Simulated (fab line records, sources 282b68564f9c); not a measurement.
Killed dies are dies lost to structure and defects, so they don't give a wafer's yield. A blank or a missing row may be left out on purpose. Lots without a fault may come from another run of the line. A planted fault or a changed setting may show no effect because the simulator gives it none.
fab line records | flow rit_cmos
record lots=14 wafers=42 last_day=8
route steps=202 shown PLDD@117 CONTACT@168 M1@186
lots that met no fault: from a run of the same line without faults
start_h: hours from the record's first day to the start of the lot's first wafer shown | wait_h: hours since the lot's step before | " the same as in the row above | L1.1+2: a row that stands for several wafers | - no value, or no start given | * or withheld: withheld | < > ~ a bound
route shown NAME@n: a module of which the file shows steps, and the number in the route of the first | usual: mean/standard deviation of fault-free wafers | same: alike in all rows | chamber/n: place in a boat | sites: the reading at each site | _std_site: their standard deviation | _edge_site: outer sites' mean less inner sites' | radius_mm: how far each site lies from the wafer's centre | mask NAME#n: copy n | behind: the tool/chamber that last shaped the wafer | hold: why the lot was held/for how many hours/how that ended | device: the transistor (n, p or np) that didn't switch | end of line: the same wafers' tests at the end of the route | a step without rows: its recipe alone | killed: dies lost to structure and defects at the first sort, not the wafer's yield | map: a wafer's dies, x killed, . not, _ none there
set.NAME: the setting as run; set.NAME@STEP: as run at that earlier step | model.NAME: the simulator's own value behind a step, which no gauge read
steps of the route over a sample of lots; a table a step, a row a wafer
services: from which hour (start_h, from the record's first day; less than 0 if before it) a tool's chamber was out of use, for how many hours, and why
## steps
# step RIT_PLDD_EXPOSE_03
# recipe mask_id=M8 na=0.57 target_cd_nm=40900 dose_mj=250
# columns lot.wafer tool chamber start_h wait_h mask
L480.1+5+6 iline_stepper-01 0 44.27 0.1 M8#0
L481.1+3+5 iline_stepper-02 0 48.14 0.2 M8#0
L482.2+3+6 iline_stepper-02 0 58.78 0.1 M8#0
L484.2+5+6 iline_stepper-01 0 69.94 0.1 M8#0
L485.2+4+6 iline_stepper-02 0 73.06 0.2 M8#0
L487.1+2+3 iline_stepper-02 0 83.83 0.1 M8#0
L488.1+2+6 iline_stepper-01 0 91.34 0.2 M8#0
L489.2+3+5 iline_stepper-02 0 96.40 0.2 M8#0
L495.2+4+5 iline_stepper-01 0 129.17 0.2 M8#0
L498.2+4+6 iline_stepper-02 0 150.70 0.1 M8#0
L497.2+3+5 iline_stepper-01 0 150.94 0.3 M8#0
L499.2+4+5 iline_stepper-02 0 155.04 0.2 M8#0
L500.1+3+5 iline_stepper-02 0 165.80 0.1 M8#0
L502.1+3+4 iline_stepper-02 0 178.25 0.2 M8#0
# step RIT_PLDD_OVL_MEAS_06
# usual PLDD_OVL=0.1/1.6
# columns lot.wafer tool chamber start_h wait_h PLDD_OVL[nm]
L480.1 overlay-02 - 44.67 - 1.5
L480.5 " - " " 1.6
L480.6 " - " " -0.1
L481.1 overlay-01 - 48.55 - -0.1
L481.3 " - " " -0.5
L481.5 " - " " -0.1
L482.2 overlay-02 - 59.16 - -0.2
L482.3 " - " " 1.3
L482.6 " - " " 0.4
L484.2 overlay-02 - 70.45 - 0.5
L484.5 " - " " 2.1
L484.6 " - " " 0.1
L485.2 overlay-02 - 73.45 - 0.1
L485.4 " - " " 0.9
L485.6 " - " " -0.4
L487.1 overlay-02 - 84.23 - 2.2
L487.2 " - " " -0.8
L487.3 " - " " -0.4
L488.1 overlay-02 - 91.74 - 1.5
L488.2 " - " " 0.0
L488.6 " - " " 3.0
L489.2 overlay-02 - 96.79 - 0.6
L489.3 " - " " 1.2
L489.5 " - " " 0.2
L495.2 overlay-01 - 129.56 - -
L495.4 " - " " -
L495.5 " - " " -
L498.2 overlay-02 - 151.09 - -4.0
L498.4 " - " " -2.8
L498.6 " - " " -1.4
L497.2 overlay-01 - 151.33 - -
L497.3 " - " " -
L497.5 " - " " -
L499.2 overlay-01 - 155.43 - -4.2
L499.4 " - " " -2.2
L499.5 " - " " -2.4
L500.1 overlay-02 - 166.20 - 0.4
L500.3 " - " " -0.2
L500.5 " - " " 2.4
L502.1 overlay-01 - 178.72 - 0.3
L502.3 " - " " -1.3
L502.4 " - " " -2.6
# step RIT_CONTACT_CVD_00
# recipe material=SiO2 target_thk_nm=400 precursor=TEOS temp_c=390 time_s=61 rf_w=400
# usual heater_power_w=302/42 susceptor_temp_C=389.97/0.19
# columns lot.wafer tool chamber start_h wait_h heater_power_w susceptor_temp_C
L480.1 pecvd-01 2 52.28 0.1 305 389.89
L480.5 " 2 " " 231 389.90
L480.6 " 0 " " 324 390.25
L481.1 pecvd-03 0 57.08 0.1 257 389.69
L481.3 " 2 " " 395 389.73
L481.5 " 1 " " 314 389.79
L482.2 pecvd-02 2 66.74 0.0 307 389.81
L482.3 " 0 " " 309 389.84
L482.6 " 2 " " 300 389.90
L484.2 pecvd-03 2 79.02 0.0 362 389.82
L484.5 " 2 " " 365 390.07
L484.6 " 0 " " 197 389.77
L485.2 pecvd-02 0 82.03 0.0 346 389.81
L485.4 " 2 " " 287 390.03
L485.6 " 0 " " 257 390.00
L487.1 pecvd-03 2 91.85 0.1 359 390.06
L487.2 " 1 " " 282 390.08
L487.3 " 0 " " 253 389.93
L488.1 pecvd-02 0 99.20 0.1 314 389.46
L488.2 " 1 " " 260 389.99
L488.6 " 1 " " 279 389.90
L489.2 pecvd-01 2 104.43 0.0 308 389.71
L489.3 " 0 " " 295 390.13
L489.5 " 2 " " 315 390.07
L495.2 pecvd-02 2 137.23 0.0 313 390.05
L495.4 " 1 " " 261 390.18
L495.5 " 0 " " 332 389.66
L498.2 pecvd-02 2 158.71 0.0 310 389.88
L498.4 " 1 " " 311 390.04
L498.6 " 0 " " 339 389.99
L497.2 pecvd-01 1 159.16 0.0 340 390.07
L497.3 " 0 " " 346 389.90
L497.5 " 0 " " 248 389.74
L499.2 pecvd-03 1 163.24 0.0 265 390.03
L499.4 " 2 " " 344 389.57
L499.5 " 1 " " 279 389.88
L500.1 pecvd-02 0 173.76 0.1 331 389.77
L500.3 " 1 " " 300 389.99
L500.5 " 0 " " 346 389.91
L502.1 pecvd-02 2 186.37 0.1 297 389.87
L502.3 " 1 " " 303 389.98
L502.4 " 0 " " 259 390.11
# step RIT_M1_THK_MEAS_02
# recipe thk_meas_gauge=xrf reads=Al_of_M1_SPUTTER_00
# usual M1_AL_THK=405/5.1
# columns lot.wafer tool chamber start_h wait_h M1_AL_THK[nm]
L480.1 film_metro-02 - 55.06 0.1 410
L480.5 " - " " 413
L480.6 " - " " 406
L481.1 film_metro-03 - 59.75 0.1 407
L481.3 " - " " 408
L481.5 " - " " 406
L482.2 film_metro-02 - 69.52 0.1 405
L482.3 " - " " 401
L482.6 " - " " 400
L484.2 film_metro-02 - 81.67 0.1 409
L484.5 " - " " 407
L484.6 " - " " 400
L485.2 film_metro-03 - 84.86 0.1 395
L485.4 " - " " 399
L485.6 " - " " 407
L487.1 film_metro-01 - 94.64 0.1 407
L487.2 " - " " 404
L487.3 " - " " 398
L488.1 film_metro-02 - 102.06 0.1 406
L488.2 " - " " 401
L488.6 " - " " 402
L489.2 film_metro-02 - 107.10 0.1 408
L489.3 " - " " 407
L489.5 " - " " 415
L495.2 film_metro-03 - 140.00 0.1 407
L495.4 " - " " 397
L495.5 " - " " 399
L498.2 film_metro-02 - 161.37 0.1 406
L498.4 " - " " 401
L498.6 " - " " 401
L497.2 film_metro-02 - 162.12 0.1 412
L497.3 " - " " 412
L497.5 " - " " 410
L499.2 film_metro-01 - 165.95 0.1 410
L499.4 " - " " 403
L499.5 " - " " 406
L500.1 film_metro-01 - 176.55 0.1 410
L500.3 " - " " 409
L500.5 " - " " 406
L502.1 film_metro-02 - 189.35 0.1 407
L502.3 " - " " 403
L502.4 " - " " 403
# step RIT_M1_CD_MEAS_90
# recipe target_cd_nm=2600
# usual cd_nm=2599.5/2.3
# columns lot.wafer tool chamber start_h wait_h cd_nm
L480.1 cd_sem-02 - 56.92 0.1 2599.6
L480.5 " - " " 2601.6
L480.6 " - " " 2600.8
L481.1 cd_sem-02 - 61.61 0.1 2607.7
L481.3 " - " " 2600.1
L481.5 " - " " 2605.1
L482.2 cd_sem-02 - 71.56 0.1 2600.4
L482.3 " - " " 2598.5
L482.6 " - " " 2595.9
L484.2 cd_sem-02 - 83.67 0.1 2599.6
L484.5 " - " " 2603.1
L484.6 " - " " 2602.6
L485.2 cd_sem-01 - 86.85 0.1 2601.1
L485.4 " - " " 2598.7
L485.6 " - " " 2602.0
L487.1 cd_sem-01 - 96.50 0.1 2600.7
L487.2 " - " " 2599.7
L487.3 " - " " 2599.1
L488.1 cd_sem-01 - 104.04 0.1 2598.7
L488.2 " - " " 2599.0
L488.6 " - " " 2599.2
L489.2 cd_sem-01 - 109.25 0.1 2601.3
L489.3 " - " " 2598.1
L489.5 " - " " 2598.2
L495.2 cd_sem-02 - 141.99 0.1 2599.7
L495.4 " - " " 2600.4
L495.5 " - " " 2602.3
L498.2 cd_sem-01 - 163.58 0.1 2596.0
L498.4 " - " " 2597.4
L498.6 " - " " 2598.5
L497.2 cd_sem-01 - 164.34 0.1 2595.6
L497.3 " - " " 2595.6
L497.5 " - " " 2595.6
L499.2 cd_sem-01 - 168.02 0.1 2601.4
L499.4 " - " " 2602.3
L499.5 " - " " 2600.8
L500.1 cd_sem-01 - 178.67 0.1 2599.0
L500.3 " - " " 2599.6
L500.5 " - " " 2599.3
L502.1 cd_sem-02 - 191.36 0.1 2599.0
L502.3 " - " " 2596.0
L502.4 " - " " 2598.1
# step RIT_M1_PROBE_99
# usual killed_at_contacts=0.1/0.24 killed_at_front_end=7/3.1 killed_dies=7/3.1 killed_on_rim=1.9/1.3 killed_open=3.3/1.9 killed_short=3.9/2.1
# same gross_dies=264 killed_at_M0_to_M3=0 killed_at_M4_up=0 killed_at_back_side=0 killed_at_other=0
# columns lot.wafer tool chamber start_h wait_h killed_at_contacts killed_at_front_end killed_dies killed_on_rim killed_open killed_short
L495.2 prober-01 - 143.76 0.1 0 264 264 70 8 5
L495.4 prober-01 - 143.86 0.2 0 264 264 70 5 5
L495.5 prober-01 - 143.91 0.2 0 264 264 70 4 6
L497.2 prober-01 - 166.85 0.1 0 264 264 70 2 4
L497.3 prober-01 - 166.90 0.2 0 264 264 70 3 5
L497.5 prober-01 - 167.00 0.2 0 264 264 70 5 2
L499.2 prober-02 - 169.79 0.1 0 7 7 2 5 2
L499.4 prober-02 - 169.89 0.2 0 17 17 5 8 9
L499.5 prober-02 - 169.94 0.2 0 11 11 3 5 6
# killed by level:class
L495.2 PLDD:overlay=251 GATE:geometric_particle:open=4 REOX:geometric_particle:open=2 SILICIDE:geometric_particle:short=2 FOX1:geometric_particle:open=1 FOX1:geometric_particle:short=1 GATE:geometric_particle:short=1 REOX:geometric_particle:short=1
L495.4 PLDD:overlay=254 GATE:geometric_particle:short=4 SILICIDE:geometric_particle:open=2 GATE:geometric_particle:open=1 REOX:geometric_particle:open=1 SPACER:geometric_particle:open=1 SPACER:geometric_particle:short=1
L495.5 PLDD:overlay=254 GATE:geometric_particle:short=4 GATE:geometric_particle:open=2 REOX:geometric_particle:short=2 FOX1:geometric_particle:open=1 SILICIDE:geometric_particle:open=1
L497.2 PLDD:overlay=257 GATE:geometric_particle:open=2 SPACER:geometric_particle:short=2 FOX1:geometric_particle:short=1 REOX:geometric_particle:short=1 ACTIVE:coat_microbubble_printed=1
L497.3 PLDD:overlay=256 FOX1:geometric_particle:short=3 FOX1:geometric_particle:open=1 GATE:geometric_particle:short=1 REOX:geometric_particle:open=1 SPACER:geometric_particle:short=1 SILICIDE:geometric_particle:open=1
L497.5 PLDD:overlay=257 FOX1:geometric_particle:open=2 FOX1:geometric_particle:short=1 FOX2:geometric_particle:open=1 REOX:geometric_particle:open=1 REOX:geometric_particle:short=1 SPACER:geometric_particle:open=1
L499.2 GATE:geometric_particle:open=2 REOX:geometric_particle:open=2 REOX:geometric_particle:short=1 SILICIDE:geometric_particle:short=1 SILICIDE:geometric_particle:open=1
L499.4 REOX:geometric_particle:open=4 GATE:geometric_particle:short=3 REOX:geometric_particle:short=3 FOX1:geometric_particle:short=2 FOX1:geometric_particle:open=1 FOX2:geometric_particle:short=1 GATE:geometric_particle:open=1 SPACER:geometric_particle:open=1
L499.5 GATE:geometric_particle:short=3 REOX:geometric_particle:open=2 FOX1:geometric_particle:open=1 FOX2:geometric_particle:short=1 GATE:geometric_particle:open=1 REOX:geometric_particle:short=1 SPACER:geometric_particle:open=1 SILICIDE:geometric_particle:short=1
## services
# columns tool chamber start_h hours kind
iline_stepper-02 0 59.27 - calibration
iline_stepper-01 0 60.40 - calibration
pecvd-01 1 87.03 5.3 repair
pecvd-03 2 92.85 4.0 repair
pecvd-01 1 109.23 23.4 repair
iline_stepper-01 - 111.55 2.7 repair
pecvd-01 - 124.83 0.5 repair
iline_stepper-02 - 168.83 1.7 pm
## key
first_sign step=RIT_PLDD_OVL_MEAS_06 reading=PLDD_OVL direction=missing
effect step=RIT_M1_PROBE_99 reading=killed_at_front_end direction=up sigmas=84 usual=7 struck=264
more_kills_born_at RIT_PLDD_EXPOSE_03@iline_stepper-01=1529
met_at RIT_PLDD_EXPOSE_03
struck_lots L495,L497
tester_left_out L495,L497
not_acting_at RIT_CONTACT_CVD_00,RIT_M1_THK_MEAS_02,RIT_M1_CD_MEAS_90
onset_between 91.34 129.17
fault kind=scanner_matching_overlay tool=iline_stepper-01 chamber=- onset_h=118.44 steps=RIT_PLDD_EXPOSE_03 offset=5213.9
# tester_left_out: of these lots the tester's yield and bins aren't shown, on N5 and GAA mostly nor the transistor test; their killed dies are dies lost to structure and defects alone, not to doping, threshold or leakage, so they don't give the yield
